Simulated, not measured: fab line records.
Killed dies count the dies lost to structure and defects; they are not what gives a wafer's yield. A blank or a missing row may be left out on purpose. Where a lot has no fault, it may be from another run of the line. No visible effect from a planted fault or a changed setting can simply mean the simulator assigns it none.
Chamber matching -- flow rit cmos -- rie diel-01 running RIT_CONTACT_ETCH_11: 4 sister chambers
The step etches SiO2 in CHF3/CF4/Ar, stops on TiSi2, target depth 480 nm, time 320 s. 8 wafers are shown with their chamber, then 7 later ones without.

WAFERS WITH THEIR CHAMBER
wafer,chamber,drypump motor current A (A),throttle valve pct (%)
L494.3,0,6.6,8.59
L502.6,2,5.2,8.70
L501.5,3,5.6,8.78
L504.1,3,5.6,8.82
L504.2,1,5.8,8.95
L504.4,0,6.5,8.59
L508.3,2,5.3,8.71
L508.4,1,5.8,8.97

WAFERS WHOSE CHAMBER IS MISSING
wafer,drypump motor current A (A),throttle valve pct (%)
L508.6,5.2,8.71
L514.1,5.6,8.80
L514.2,5.8,8.96
L514.6,6.5,8.59
L515.1,5.6,8.79
L515.3,5.8,8.95
L515.4,6.5,8.57

CHAMBER TAKEN BY EACH
wafer,from the rows above,in truth
L508.6,2,2
L514.1,3,3
L514.2,1,1
L514.6,0,0
L515.1,3,3
L515.3,1,1
L515.4,0,0
Correct placement for 7 of the 7. Not placeable from these rows: 0. Number placed wrongly: 0.
How it was worked out, from the rows above alone: a wafer's distance from a chamber is the root of the sum, over the readings, of the square of ((its reading less the chamber's mean) divided by the reading's scatter). The wafer belongs to the nearest chamber; if the next one is less than 2 further off, it can't be placed. The mean given for a chamber averages the wafers shown for that chamber. The scatter: the root of (the sum of the squares of (reading less its chamber's mean) over the shown wafers, divided by (wafers less chambers)).
